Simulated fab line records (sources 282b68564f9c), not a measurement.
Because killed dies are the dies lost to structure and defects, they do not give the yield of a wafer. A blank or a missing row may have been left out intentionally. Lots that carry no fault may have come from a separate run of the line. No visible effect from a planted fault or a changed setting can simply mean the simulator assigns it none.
fab line records	flow rit_cmos
record lots=7	wafers=21	last_day=8
route steps=202 shown PLDD@116 SPACER@125 NSD@131 PSD@142 SDANNEAL@153 SILICIDE@161 M1@202
lots with no fault: from the same line, run without faults
start_h: start of the lot's first displayed wafer, in hours after the record's first day	wait_h: hours since the lot's step before	" repeats the value in the row above	L1.1+2: a row that stands for several wafers	- no value, or no start was given	* or withheld: withheld	< > ~ a bound
route shown NAME@n: names a module that has steps shown in the file, with the first one's number in the route	usual: mean and standard deviation over wafers with no fault	same: alike in all rows	chamber/n: place in a boat	sites: per-site readings	_std_site: their standard deviation	_edge_site: inner sites' mean taken away from outer sites' mean	radius_mm: how far each site lies from the wafer's centre	mask NAME#n: copy n	behind: the last tool/chamber to shape the wafer	hold: what put the lot on hold/how long, in hours/how the hold closed	device: the n, p or np transistor that did not switch	end of line: the same wafers' tests at the end of the route	a step without rows: its recipe alone	killed: dies that structure and defects cost at the first sort, which is not the same as the wafer's yield	map: dies across one wafer; x = killed, . = not, _ = none there
set.NAME: the setting that was run; set.NAME@STEP: the one run at that earlier step	model.NAME: the simulator's own value behind a step, which no gauge read
lots at selected steps of the route; one table per step, one row per wafer
services: a tool's chamber out of use, with start hour (start_h, from the record's first day; less than 0 if before it), hours out, and reason
## steps
# step RIT_PLDD_SOFTBAKE_02
# recipe resist=NOVOLAK	temp_c=90	time_s=60
# step RIT_PLDD_EXPOSE_03
# recipe mask_id=M8	na=0.57	target_cd_nm=40900	dose_mj=250
# step RIT_PLDD_PEB_04
# recipe resist=NOVOLAK	temp_c=withheld	time_s=withheld
# step RIT_PLDD_DEVELOP_05
# recipe resist=NOVOLAK	develop_time_s=50	dev_temp_c=23
# step RIT_PLDD_OVL_MEAS_06
# usual PLDD_OVL=-0.4/1.4
lot.wafer	tool	chamber	start_h	wait_h	PLDD_OVL[nm]
L122.3	overlay-02	-	44.33	-	-1.4
L122.5	"	-	"	"	0.5
L122.6	"	-	"	"	-2.6
L127.2	overlay-02	-	77.62	-	-0.5
L127.3	"	-	"	"	-3.2
L127.4	"	-	"	"	0.4
L128.1	overlay-01	-	79.69	-	-2.3
L128.2	"	-	"	"	-1.4
L128.4	"	-	"	"	-2.7
L133.1	overlay-02	-	105.51	-	1.4
L133.3	"	-	"	"	1.8
L133.5	"	-	"	"	-1.9
L135.3	overlay-01	-	121.94	-	-1.0
L135.4	"	-	"	"	3.6
L135.5	"	-	"	"	2.4
L143.1	overlay-02	-	170.01	-	2.3
L143.2	"	-	"	"	1.1
L143.6	"	-	"	"	0.8
L145.2	overlay-01	-	178.67	-	-0.3
L145.5	"	-	"	"	0.6
L145.6	"	-	"	"	-0.3
# step RIT_PLDD_HARDBAKE_07
# recipe resist=NOVOLAK	temp_c=140	time_s=60
# step RIT_PLDD_IMPLANT_08
# recipe species=BF2	energy_kev=20	dose_cm2=9e+14	tilt_deg=7
# step RIT_PLDD_STRIP_09
# recipe chemistry=O2	time_s=180	resist=NOVOLAK	platen_temp_c=withheld	power_w=500	pressure_mtorr=4000	o2_flow_sccm=4000
# usual drypump_motor_current_A=5.9/0.47	rf_refl_power_W=6.2/0.87
lot.wafer	tool	chamber	start_h	wait_h	drypump_motor_current_A	rf_hours_counter_h	rf_refl_power_W
L122.3	plasma_asher-04	1	44.71	0.1	5.4	-	7.4
L122.5	"	1	"	"	5.4	-	7.4
L122.6	"	0	"	"	5.8	-	5.9
L127.2	plasma_asher-02	0	77.95	0.1	5.9	42	5.7
L127.3	"	0	"	"	5.9	-	5.6
L127.4	"	1	"	"	5.5	-	6.7
L128.1	plasma_asher-04	0	80.02	0.1	5.8	44	5.7
L128.2	"	1	"	"	5.4	44	6.8
L128.4	"	0	"	"	5.8	-	5.8
L133.1	plasma_asher-04	1	105.84	0.1	5.4	47	7.7
L133.3	"	1	"	"	5.4	-	8.2
L133.5	"	1	"	"	5.4	-	7.3
L135.3	plasma_asher-04	0	122.32	0.1	5.8	-	6.2
L135.4	"	1	"	"	5.4	-	7.5
L135.5	"	1	"	"	5.4	-	7.7
L143.1	plasma_asher-03	0	170.34	0.1	6.0	52	4.9
L143.2	"	1	"	"	6.8	52	6.2
L143.6	"	1	"	"	6.8	-	6.2
L145.2	plasma_asher-03	1	179.15	0.1	6.8	54	5.8
L145.5	"	1	"	"	6.8	-	6.2
L145.6	"	0	"	"	6.0	-	5.0
# step RIT_PLDD_TW_MEAS_10
# usual PLDD_TW=2366/25
lot.wafer	tool	chamber	start_h	wait_h	PLDD_TW
L122.3	film_metro-01	-	44.85	0.1	2353
L122.5	"	-	"	"	2349
L122.6	"	-	"	"	2349
L127.2	film_metro-03	-	78.13	0.1	2403
L127.3	"	-	"	"	2408
L127.4	"	-	"	"	2404
L128.1	film_metro-01	-	80.20	0.1	2367
L128.2	"	-	"	"	2364
L128.4	"	-	"	"	2355
L133.1	film_metro-02	-	106.02	0.1	2350
L133.3	"	-	"	"	2354
L133.5	"	-	"	"	2357
L135.3	film_metro-03	-	122.46	0.1	2395
L135.4	"	-	"	"	2388
L135.5	"	-	"	"	2402
L143.1	film_metro-03	-	170.52	0.1	2409
L143.2	"	-	"	"	2413
L143.6	"	-	"	"	2400
L145.2	film_metro-01	-	179.33	0.1	2339
L145.5	"	-	"	"	2333
L145.6	"	-	"	"	2338
# step RIT_SPACER_CLEAN_00
# recipe chemistry=SC1	mix=3:3:50	time_s=600	temp_c=75
# step RIT_SPACER_CLEAN_01
# recipe chemistry=dHF	dilution=50:1	time_s=30
# step RIT_SPACER_CLEAN_02
# recipe chemistry=SC2	mix=3:3:50	time_s=600	temp_c=75	dry=n2_spin
# step RIT_SPACER_CVD_03
# recipe material=Si3N4	target_thk_nm=250	temp_c=810	precursor=SiH2Cl2/NH3	time_s=3300	pressure_mtorr=300	sih2cl2_flow_sccm=60	nh3_flow_sccm=150
# usual sih2cl2_flow_sccm=59.98/0.19	spike_tc_load_C=830.4/2.8
lot.wafer	tool	chamber	start_h	wait_h	sih2cl2_flow_sccm	spike_tc_load_C	model.Si3N4_of_SPACER_CVD_03.thk_nm
L122.3	lpcvd-02	0	46.27	1.0	59.77	830.8	245.2
L122.5	"	0	"	"	60.40	832.3	246.7
L122.6	"	0	"	"	59.85	831.3	247.9
L127.2	lpcvd-01	0	78.77	0.0	59.83	830.7	119.6
L127.3	"	0	"	"	60.25	829.7	120
L127.4	"	0	"	"	60.19	830.0	120.2
L128.1	lpcvd-01	1	81.04	0.0	60.27	832.8	122.3
L128.2	"	1	"	"	59.91	834.3	123.6
L128.4	"	1	"	"	60.06	834.3	123.6
L133.1	lpcvd-01	1	106.44	0.0	59.95	835.6	121.7
L133.3	"	1	"	"	60.01	833.2	120.5
L133.5	"	1	"	"	60.12	834.2	120.6
L135.3	lpcvd-02	1	123.01	0.1	59.78	826.1	247.3
L135.4	"	1	"	"	59.92	828.6	246
L135.5	"	1	"	"	59.82	828.3	242.6
L143.1	lpcvd-02	1	170.94	0.0	59.96	827.1	243.7
L143.2	"	1	"	"	59.92	826.3	243.9
L143.6	"	1	"	"	60.09	828.2	242.4
L145.2	lpcvd-01	0	179.78	0.0	59.81	828.6	255
L145.5	"	0	"	"	59.93	830.1	252.9
L145.6	"	0	"	"	59.96	829.9	253.9
# step RIT_SPACER_THK_MEAS_04
# recipe reads=Si3N4_of_SPACER_CVD_03
# usual SPACER_NITRIDE_THK=250.0/2.8
lot.wafer	tool	chamber	start_h	wait_h	SPACER_NITRIDE_THK[nm]
L122.3	film_metro-01	-	48.20	0.0	245.4
L122.5	"	-	"	"	246.6
L122.6	"	-	"	"	247.7
L127.2	film_metro-02	-	80.70	0.0	119.6
L127.3	"	-	"	"	120.0
L127.4	"	-	"	"	120.0
L128.1	film_metro-04	-	82.96	0.0	122.3
L128.2	"	-	"	"	123.6
L128.4	"	-	"	"	123.7
L133.1	film_metro-01	-	108.36	0.0	121.7
L133.3	"	-	"	"	120.5
L133.5	"	-	"	"	120.5
L135.3	film_metro-01	-	124.95	0.0	247.3
L135.4	"	-	"	"	246.1
L135.5	"	-	"	"	242.5
L143.1	film_metro-02	-	172.86	0.0	243.6
L143.2	"	-	"	"	243.8
L143.6	"	-	"	"	242.3
L145.2	film_metro-01	-	181.71	0.0	254.8
L145.5	"	-	"	"	252.9
L145.6	"	-	"	"	253.9
# step RIT_SPACER_ETCHBACK_05
# recipe target_depth_a=2500	SF6_flow_sccm=30	CHF3_flow_sccm=30	target=Si3N4	chemistry=SF6/CHF3	pressure_mtorr=40	rf_w=250	time_s=240	stop_on=SiO2
# usual SF6_flow_sccm=30.00/0.089	drypump_motor_current_A=5.9/0.45	oes_product_au=0.845/0.018	throttle_valve_pct=10.26/0.15
lot.wafer	tool	chamber	start_h	wait_h	SF6_flow_sccm	drypump_motor_current_A	oes_product_au	rf_hours_counter_h	throttle_valve_pct	model.etch.depth_nm
L122.3	rie_diel-04	0	48.24	0.0	30.05	6.2	0.836	7	10.37	245.2
L122.5	"	0	"	"	30.09	6.2	0.838	-	10.36	246.7
L122.6	"	1	"	"	30.02	5.7	0.808	-	10.22	247.9
L127.2	rie_diel-02	3	80.75	0.0	30.13	5.5	0.501	82	10.06	119.6
L127.3	"	2	"	"	29.91	6.4	0.519	87	10.19	120
L127.4	"	1	"	"	30.09	5.7	0.529	67	10.28	120.2
L128.1	rie_diel-04	0	83.02	0.1	30.09	6.3	0.528	8	10.26	122.3
L128.2	"	2	"	"	29.87	5.5	0.549	6	10.38	123.6
L128.4	"	3	"	"	30.04	6.8	0.531	6	10.10	123.6
L133.1	rie_diel-03	0	108.42	0.1	29.88	5.5	0.530	87	9.87	121.7
L133.3	"	2	"	"	30.05	5.6	0.531	43	10.06	120.5
L133.5	"	3	"	"	30.05	5.5	0.530	-	9.99	120.6
L135.3	rie_diel-04	3	124.99	0.0	29.92	6.8	0.831	7	10.22	247.3
L135.4	"	0	"	"	30.09	6.2	0.830	-	10.35	246
L135.5	"	2	"	"	30.10	5.5	0.859	-	10.48	242.6
L143.1	rie_diel-02	3	172.92	0.1	29.90	5.5	0.804	83	10.18	243.7
L143.2	"	2	"	"	29.92	6.4	0.822	88	10.29	243.9
L143.6	"	0	"	"	30.04	5.8	0.828	-	10.49	242.4
L145.2	rie_diel-03	0	181.76	0.0	29.92	5.5	0.833	88	9.98	255
L145.5	"	1	"	"	30.07	5.8	0.874	-	10.38	252.9
L145.6	"	2	"	"	29.79	5.6	0.862	-	10.17	253.9
# step RIT_NSD_HMDS_00
# recipe prime_time_s=60	prime_temp_c=140
# step RIT_NSD_COAT_01
# recipe resist=NOVOLAK	spin_rpm=3250	resist_thk_nm=1000
# step RIT_NSD_SOFTBAKE_02
# recipe resist=NOVOLAK	temp_c=90	time_s=60
# step RIT_NSD_EXPOSE_03
# recipe mask_id=M9	na=0.57	target_cd_nm=40700	dose_mj=250
# step RIT_NSD_PEB_04
# recipe resist=NOVOLAK	temp_c=withheld	time_s=withheld
# step RIT_NSD_DEVELOP_05
# recipe resist=NOVOLAK	develop_time_s=50	dev_temp_c=23
# step RIT_NSD_OVL_MEAS_06
# usual NSD_OVL=0.5/1.4
lot.wafer	tool	chamber	start_h	wait_h	NSD_OVL[nm]
L122.3	overlay-02	-	49.26	-	-0.7
L122.5	"	-	"	"	0.0
L122.6	"	-	"	"	-0.1
L127.2	overlay-02	-	81.88	-	2.4
L127.3	"	-	"	"	-0.1
L127.4	"	-	"	"	-0.8
L128.1	overlay-01	-	84.02	-	-2.0
L128.2	"	-	"	"	-0.5
L128.4	"	-	"	"	-1.4
L133.1	overlay-01	-	109.42	-	-1.2
L133.3	"	-	"	"	-0.9
L133.5	"	-	"	"	-0.4
L135.3	overlay-01	-	126.12	-	-0.3
L135.4	"	-	"	"	0.5
L135.5	"	-	"	"	1.3
L143.1	overlay-02	-	174.19	-	1.2
L143.2	"	-	"	"	-0.1
L143.6	"	-	"	"	1.5
L145.2	overlay-02	-	182.90	-	2.0
L145.5	"	-	"	"	2.6
L145.6	"	-	"	"	0.9
# step RIT_NSD_HARDBAKE_07
# recipe resist=NOVOLAK	temp_c=140	time_s=60
# step RIT_NSD_IMPLANT_08
# recipe species=P	energy_kev=25	dose_cm2=1e+15	tilt_deg=7
# step RIT_NSD_STRIP_09
# recipe chemistry=O2	time_s=180	resist=NOVOLAK	platen_temp_c=withheld	power_w=500	pressure_mtorr=4000	o2_flow_sccm=4000
# usual drypump_motor_current_A=5.61/0.2	rf_refl_power_W=6.6/0.81
lot.wafer	tool	chamber	start_h	wait_h	drypump_motor_current_A	rf_hours_counter_h	rf_refl_power_W
L122.3	plasma_asher-02	1	49.64	0.1	5.47	-	6.9
L122.5	"	1	"	"	5.47	-	6.9
L122.6	"	0	"	"	5.92	-	5.4
L127.2	plasma_asher-01	0	82.21	0.1	5.39	27	7.9
L127.3	"	0	"	"	5.40	-	7.5
L127.4	"	1	"	"	5.83	-	5.8
L128.1	plasma_asher-01	1	84.35	0.1	5.84	28	5.8
L128.2	"	0	"	"	5.42	28	7.6
L128.4	"	1	"	"	5.83	-	5.9
L133.1	plasma_asher-01	0	109.76	0.1	5.39	30	7.6
L133.3	"	0	"	"	5.37	-	7.4
L133.5	"	1	"	"	5.83	-	6.2
L135.3	plasma_asher-04	1	126.50	0.1	5.40	-	7.1
L135.4	"	0	"	"	5.78	-	6.0
L135.5	"	0	"	"	5.79	-	6.1
L143.1	plasma_asher-04	1	174.56	0.1	5.40	54	7.3
L143.2	"	0	"	"	5.77	54	6.0
L143.6	"	0	"	"	5.76	-	6.1
L145.2	plasma_asher-01	1	183.61	0.1	5.84	37	6.0
L145.5	"	0	"	"	5.41	-	7.9
L145.6	"	1	"	"	5.85	-	6.1
# step RIT_NSD_TW_MEAS_10
# usual NSD_TW=3147/35
lot.wafer	tool	chamber	start_h	wait_h	NSD_TW
L122.3	film_metro-03	-	49.77	0.1	3208
L122.5	"	-	"	"	3194
L122.6	"	-	"	"	3175
L127.2	film_metro-02	-	82.39	0.1	3138
L127.3	"	-	"	"	3140
L127.4	"	-	"	"	3136
L128.1	film_metro-02	-	84.53	0.1	3135
L128.2	"	-	"	"	3131
L128.4	"	-	"	"	3144
L133.1	film_metro-01	-	109.93	0.1	3113
L133.3	"	-	"	"	3119
L133.5	"	-	"	"	3105
L135.3	film_metro-01	-	126.64	0.1	3136
L135.4	"	-	"	"	3155
L135.5	"	-	"	"	3122
L143.1	film_metro-01	-	174.73	0.1	3122
L143.2	"	-	"	"	3114
L143.6	"	-	"	"	3118
L145.2	film_metro-03	-	183.80	0.1	3179
L145.5	"	-	"	"	3186
L145.6	"	-	"	"	3191
# step RIT_PSD_HMDS_00
# recipe prime_time_s=60	prime_temp_c=140
# step RIT_PSD_COAT_01
# recipe resist=NOVOLAK	spin_rpm=3250	resist_thk_nm=1000
# step RIT_PSD_SOFTBAKE_02
# recipe resist=NOVOLAK	temp_c=90	time_s=60
# step RIT_PSD_EXPOSE_03
# recipe mask_id=M10	na=0.57	target_cd_nm=40900	dose_mj=250
# step RIT_PSD_PEB_04
# recipe resist=NOVOLAK	temp_c=withheld	time_s=withheld
# step RIT_PSD_DEVELOP_05
# recipe resist=NOVOLAK	develop_time_s=50	dev_temp_c=23
# step RIT_PSD_OVL_MEAS_06
# usual PSD_OVL=-0.5/1.4
lot.wafer	tool	chamber	start_h	wait_h	PSD_OVL[nm]
L122.3	overlay-01	-	50.81	-	-2.8
L122.5	"	-	"	"	-1.0
L122.6	"	-	"	"	-0.6
L127.2	overlay-02	-	83.30	-	1.5
L127.3	"	-	"	"	0.2
L127.4	"	-	"	"	1.6
L128.1	overlay-02	-	85.44	-	0.0
L128.2	"	-	"	"	-0.2
L128.4	"	-	"	"	0.8
L133.1	overlay-01	-	110.86	-	0.2
L133.3	"	-	"	"	-0.4
L133.5	"	-	"	"	-0.4
L135.3	overlay-02	-	127.67	-	-2.0
L135.4	"	-	"	"	-1.2
L135.5	"	-	"	"	-1.6
L143.1	overlay-01	-	175.64	-	-0.3
L143.2	"	-	"	"	1.5
L143.6	"	-	"	"	0.4
L145.2	overlay-01	-	184.70	-	-1.5
L145.5	"	-	"	"	-0.8
L145.6	"	-	"	"	-1.4
# step RIT_PSD_HARDBAKE_07
# recipe resist=NOVOLAK	temp_c=140	time_s=60
# step RIT_PSD_IMPLANT_08
# recipe species=BF2	energy_kev=27	dose_cm2=5e+15	tilt_deg=7
# step RIT_PSD_STRIP_09
# recipe chemistry=O2	time_s=180	resist=NOVOLAK	platen_temp_c=withheld	power_w=500	pressure_mtorr=4000	o2_flow_sccm=4000
# usual drypump_motor_current_A=5.8/0.42	rf_refl_power_W=6.5/0.9
lot.wafer	tool	chamber	start_h	wait_h	drypump_motor_current_A	rf_hours_counter_h	rf_refl_power_W
L122.3	plasma_asher-01	0	51.19	0.1	5.4	-	7.4
L122.5	"	1	"	"	5.8	-	6.0
L122.6	"	0	"	"	5.5	-	7.6
L127.2	plasma_asher-03	1	83.63	0.1	6.8	44	6.2
L127.3	"	1	"	"	6.8	-	6.1
L127.4	"	0	"	"	6.0	-	4.7
L128.1	plasma_asher-04	0	85.78	0.1	5.8	45	5.9
L128.2	"	1	"	"	5.4	45	7.8
L128.4	"	0	"	"	5.8	-	5.8
L133.1	plasma_asher-04	0	111.19	0.1	5.7	48	6.1
L133.3	"	0	"	"	5.8	-	6.1
L133.5	"	1	"	"	5.4	-	7.0
L135.3	plasma_asher-04	1	128.05	0.1	5.4	-	7.1
L135.4	"	0	"	"	5.8	-	5.6
L135.5	"	0	"	"	5.8	-	6.1
L143.1	plasma_asher-03	1	175.98	0.1	6.8	53	5.9
L143.2	"	0	"	"	6.0	53	4.9
L143.6	"	0	"	"	6.0	-	4.7
L145.2	plasma_asher-04	0	185.07	0.1	5.8	55	5.9
L145.5	"	0	"	"	5.8	-	5.7
L145.6	"	1	"	"	5.4	-	7.3
# step RIT_PSD_TW_MEAS_10
# usual PSD_TW=3453/36
lot.wafer	tool	chamber	start_h	wait_h	PSD_TW
L122.3	film_metro-01	-	51.32	0.1	3437
L122.5	"	-	"	"	3434
L122.6	"	-	"	"	3439
L127.2	film_metro-02	-	83.82	0.1	3463
L127.3	"	-	"	"	3477
L127.4	"	-	"	"	3470
L128.1	film_metro-02	-	85.95	0.1	3436
L128.2	"	-	"	"	3437
L128.4	"	-	"	"	3444
L133.1	film_metro-02	-	111.37	0.1	3445
L133.3	"	-	"	"	3436
L133.5	"	-	"	"	3456
L135.3	film_metro-02	-	128.19	0.1	3426
L135.4	"	-	"	"	3425
L135.5	"	-	"	"	3437
L143.1	film_metro-03	-	176.15	0.1	3506
L143.2	"	-	"	"	3509
L143.6	"	-	"	"	3520
L145.2	film_metro-03	-	185.25	0.1	3529
L145.5	"	-	"	"	3509
L145.6	"	-	"	"	3513
# step RIT_SDANNEAL_CLEAN_00
# recipe chemistry=SC1	mix=3:3:50	time_s=600	temp_c=75
# step RIT_SDANNEAL_CLEAN_01
# recipe chemistry=dHF	dilution=50:1	time_s=30
# step RIT_SDANNEAL_CLEAN_02
# recipe chemistry=SC2	mix=3:3:50	time_s=600	temp_c=75	dry=n2_spin
# step RIT_SDANNEAL_RTA_03
# recipe temp_c=1050	time_s=5	idle_temp_c=600	ramp_up_c_per_s=342	ramp_down_c_per_s=171	cool_to_c=600	ambient=N2
# usual wafer_temp_C_max=1053.5/1.2
lot.wafer	tool	chamber	start_h	wait_h	wafer_temp_C_max
L122.3	rtp_anneal-02	0	51.75	0.0	1052.4
L122.5	"	0	"	"	1052.6
L122.6	"	0	"	"	1052.9
L127.2	rtp_anneal-01	0	84.27	0.0	1050.2
L127.3	"	0	"	"	1052.7
L127.4	"	0	"	"	1054.8
L128.1	rtp_anneal-02	0	86.41	0.0	1053.1
L128.2	"	0	"	"	1051.6
L128.4	"	0	"	"	1052.9
L133.1	rtp_anneal-01	0	111.81	0.0	1055.0
L133.3	"	0	"	"	1054.5
L133.5	"	0	"	"	1054.5
L135.3	rtp_anneal-01	0	128.62	0.0	1057.2
L135.4	"	0	"	"	1053.4
L135.5	"	0	"	"	1054.4
L143.1	rtp_anneal-01	0	176.58	0.0	1053.9
L143.2	"	0	"	"	1052.1
L143.6	"	0	"	"	1051.3
L145.2	rtp_anneal-02	0	185.68	0.0	1053.2
L145.5	"	0	"	"	1054.4
L145.6	"	0	"	"	1054.2
# step RIT_SDANNEAL_RS_MEAS_04
# recipe thk_meas_gauge=four-point-probe
# usual PSD_RS=115.76/0.29
lot.wafer	tool	chamber	start_h	wait_h	PSD_RS[ohm/sq]
L122.3	film_metro-01	-	51.83	0.1	115.14
L122.5	"	-	"	"	115.70
L122.6	"	-	"	"	115.51
L127.2	film_metro-01	-	84.34	0.1	115.87
L127.3	"	-	"	"	115.44
L127.4	"	-	"	"	115.62
L128.1	film_metro-01	-	86.47	0.0	116.13
L128.2	"	-	"	"	115.72
L128.4	"	-	"	"	115.76
L133.1	film_metro-01	-	111.87	0.0	115.66
L133.3	"	-	"	"	115.25
L133.5	"	-	"	"	115.51
L135.3	film_metro-03	-	128.69	0.1	116.15
L135.4	"	-	"	"	115.83
L135.5	"	-	"	"	116.14
L143.1	film_metro-03	-	176.64	0.0	115.91
L143.2	"	-	"	"	115.94
L143.6	"	-	"	"	115.92
L145.2	film_metro-01	-	185.75	0.1	115.44
L145.5	"	-	"	"	115.90
L145.6	"	-	"	"	115.57
# step RIT_SILICIDE_WET_ETCH_00
# recipe chemistry=BOE	target=SiO2	target_depth_nm=14	time_s=15	dry=n2_spin	dilution=10:1	temp_c=21.5
lot.wafer	tool	chamber	start_h	wait_h	model.Si3N4_of_SPACER_CVD_03.thk_nm
L122.3	wet_bench-02	3	52.27	0.1	189.9
L122.5	"	3	"	"	190.8
L122.6	"	3	"	"	192.6
L127.2	wet_bench-01	1	84.80	0.1	94.16
L127.3	"	1	"	"	93.52
L127.4	"	1	"	"	94.04
L128.1	wet_bench-01	2	86.95	0.1	94.08
L128.2	"	2	"	"	95.63
L128.4	"	2	"	"	96.01
L133.1	wet_bench-01	0	112.35	0.1	95.18
L133.3	"	0	"	"	92.87
L133.5	"	0	"	"	93.35
L135.3	wet_bench-01	0	129.13	0.1	194.1
L135.4	"	0	"	"	189.8
L135.5	"	0	"	"	189.6
L143.1	wet_bench-01	0	177.12	0.1	192.3
L143.2	"	0	"	"	190.6
L143.6	"	0	"	"	189.3
L145.2	wet_bench-01	1	186.21	0.1	199.3
L145.5	"	1	"	"	198.5
L145.6	"	1	"	"	196.8
# step RIT_M1_PROBE_99
lot.wafer	tool	chamber	start_h	wait_h	model.etest.nplus_sal.width_nm	model.etest.pplus_sal.width_nm	model.etest.nldd.width_nm	model.etest.pldd.width_nm	model.etest.pwell_pinched.rs_ohm_sq	model.etest.nwell_pinched.rs_ohm_sq	model.etest.well_edge_right.line_ohm_um	model.etest.well_edge_left.line_ohm_um
L122.3	prober-01	-	59.96	0.2	3456	3473	3146	3155	457.2	349.8	182.8	184.6
L122.5	prober-01	-	60.06	0.2	3484	3475	3187	3182	462.8	349.8	184.5	184.1
L122.6	prober-01	-	60.11	0.2	3452	3446	3165	3172	450.3	343.6	182.7	183.1
L127.3	prober-02	-	91.85	0.2	3633	3635	3331	3353	560.8	422.1	228.8	227.4
L127.4	prober-02	-	91.90	0.2	3632	3631	3357	3330	557.8	421	222.8	224.8
L128.1	prober-01	-	94.47	0.1	3646	3642	3331	3330	576.5	428.5	229.8	233.5
L128.2	prober-01	-	94.52	0.1	3628	3623	3337	3346	559.2	425.2	225	225.5
L128.4	prober-01	-	94.62	0.2	3618	3619	3328	3328	553.9	419.6	227.7	222.5
L133.1	prober-02	-	119.46	0.1	3587	3614	3335	3325	557.3	418.7	225.5	225.3
L133.3	prober-02	-	119.56	0.2	3630	3631	3342	3325	578.3	431.4	236	235.7
L133.5	prober-02	-	119.66	0.2	3649	3622	3340	3343	571.1	430.6	234.2	228.6
L135.3	prober-02	-	136.00	0.2	3427	3416	3164	3177	452.2	334.7	184.2	183.5
L135.4	prober-02	-	136.05	0.2	3488	3490	3193	3169	471.1	346.8	180.9	182.2
L135.5	prober-02	-	136.10	0.2	3487	3488	3193	3183	462.4	340.5	180.9	183.2
L143.1	prober-01	-	184.32	0.1	3428	3401	3185	3161	456.7	332.3	183.9	183.8
L143.2	prober-01	-	184.37	0.1	3452	3470	3193	3168	469.3	344.4	181	182.5
L143.6	prober-01	-	184.57	0.2	3459	3461	3184	3183	468.8	342.6	185.4	181.8
L145.2	prober-02	-	194.39	0.1	3416	3420	3172	3167	453.4	334.9	184.5	183.2
L145.5	prober-02	-	194.54	0.2	3401	3423	3179	3163	445.5	331.7	183.4	181.9
L145.6	prober-02	-	194.59	0.2	3434	3462	3160	3178	460.2	338.6	183	178.8
# killed by level:class
L122.3 GATE:geometric_particle:open=3 SPACER:geometric_particle:open=3 FOX1:geometric_particle:open=1 FOX1:geometric_particle:short=1 FOX2:geometric_particle:open=1 GATE:geometric_particle:short=1 SPACER:geometric_particle:short=1 SILICIDE:geometric_particle:short=1
L122.5 SILICIDE:geometric_particle:short=4 FOX1:geometric_particle:open=2 GATE:geometric_particle:short=2 GATE:geometric_particle:open=2 SILICIDE:geometric_particle:open=2 REOX:geometric_particle:open=1 SPACER:geometric_particle:short=1
L122.6 GATE:geometric_particle:short=4 FOX1:geometric_particle:short=2 FOX1:geometric_particle:open=2 SILICIDE:geometric_particle:short=2 GATE:geometric_particle:open=1 REOX:geometric_particle:short=1 SILICIDE:geometric_particle:open=1
L135.3 FOX2:geometric_particle:short=1 SILICIDE:geometric_particle:open=1 PRETRO:coat_microbubble_printed=1
L135.4 SPACER:geometric_particle:open=2 GATE:geometric_particle:short=1 REOX:geometric_particle:open=1 PRETRO:coat_microbubble_printed=1
L135.5 PRETRO:coat_microbubble_printed=2 FOX1:geometric_particle:short=1 GATE:geometric_particle:open=1 REOX:geometric_particle:open=1
L143.1 FOX1:geometric_particle:short=1 GATE:geometric_particle:open=1 GATE:geometric_particle:short=1
L143.2 FOX2:geometric_particle:open=2 FOX2:geometric_particle:short=1 GATE:geometric_particle:short=1 GATE:geometric_particle:open=1 REOX:geometric_particle:short=1 SILICIDE:geometric_particle:open=1
L143.6 GATE:geometric_particle:open=2 SPACER:geometric_particle:short=2 GATE:geometric_particle:short=1 REOX:geometric_particle:open=1 SILICIDE:geometric_particle:open=1
L145.2 REOX:geometric_particle:short=2 SPACER:geometric_particle:short=2 FOX1:geometric_particle:open=1 GATE:geometric_particle:open=1 SPACER:geometric_particle:open=1
L145.5 SPACER:geometric_particle:short=2 FOX1:geometric_particle:open=1 GATE:geometric_particle:open=1 REOX:geometric_particle:short=1 SPACER:geometric_particle:open=1 CONTACT:geometric_particle:short=1
L145.6 GATE:geometric_particle:short=2 FOX1:geometric_particle:short=1 FOX2:geometric_particle:short=1 FOX2:geometric_particle:open=1 REOX:geometric_particle:open=1 REOX:geometric_particle:short=1
## services
tool	chamber	start_h	hours	kind
rie_diel-02	-	26.10	2.8	pm
rie_diel-04	-	30.20	2.8	pm
rie_diel-02	-	37.50	0.2	repair
plasma_asher-02	-	74.68	1.6	repair
rie_diel-03	2	97.27	7.3	repair
rie_diel-04	1	107.48	-	clean
rie_diel-04	1	107.48	25.6	scheduled_down
rie_diel-04	1	107.48	25.6	vent_cycle
plasma_asher-02	-	108.75	9.0	pm
plasma_asher-02	0	108.75	9.0	vent_cycle
plasma_asher-02	1	108.75	9.0	vent_cycle
plasma_asher-02	0	117.75	-	clean
plasma_asher-02	1	117.75	-	clean
wet_bench-01	-	136.99	4.4	repair
rie_diel-04	2	144.64	3.8	repair
lpcvd-02	-	146.94	6.0	pm
rie_diel-04	-	148.14	0.9	repair
rie_diel-04	3	157.77	2.6	repair
rtp_anneal-01	-	163.65	5.1	pm
rie_diel-03	2	168.89	3.0	repair
plasma_asher-01	-	169.32	2.1	repair
lpcvd-01	-	178.60	1.1	repair
## key
first_sign step=RIT_SPACER_THK_MEAS_04	reading=SPACER_NITRIDE_THK	direction=down	sigmas=45	usual=250.0	struck=121.3
effect step=RIT_SPACER_ETCHBACK_05	reading=oes_product_au	direction=down	sigmas=18	usual=0.845	struck=0.528
model_effect step=RIT_SPACER_CVD_03	value=Si3N4_of_SPACER_CVD_03.thk_nm	without=251.3	struck=121.3
model_effect step=RIT_SPACER_ETCHBACK_05	value=etch.depth_nm	without=251.3	struck=121.3
model_effect step=RIT_SILICIDE_WET_ETCH_00	value=Si3N4_of_SPACER_CVD_03.thk_nm	without=196.6	struck=94.32
model_effect step=RIT_M1_PROBE_99	value=etest.nplus_sal.width_nm	without=3428	struck=3628
met_at RIT_SPACER_CVD_03
struck_wafers L127.2,L127.3,L127.4,L128.1,L128.2,L128.4,L133.1,L133.3,L133.5
sort_left_out L127.2,L127.3,L127.4,L128.1,L128.2,L128.4,L133.1,L133.3,L133.5
tester_left_out L127,L128,L133
fault kind=process_parameter_drift	tool=lpcvd-01	chamber=-	onset_h=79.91	steps=RIT_SPACER_CVD_03	channel=target_thk_nm	offset=-129.99	shape=step	end_h=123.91	acts_in=these_recipes_only	stated=250
# tester_left_out: of these lots the tester's yield and bins aren't shown, on N5 and GAA mostly nor the transistor test; their killed dies are dies lost to structure and defects alone, not to doping, threshold or leakage, so they don't give the yield
# sort_left_out: the simulated sort isn't trusted on such a fault, so these wafers' sort isn't shown, and their yield isn't known
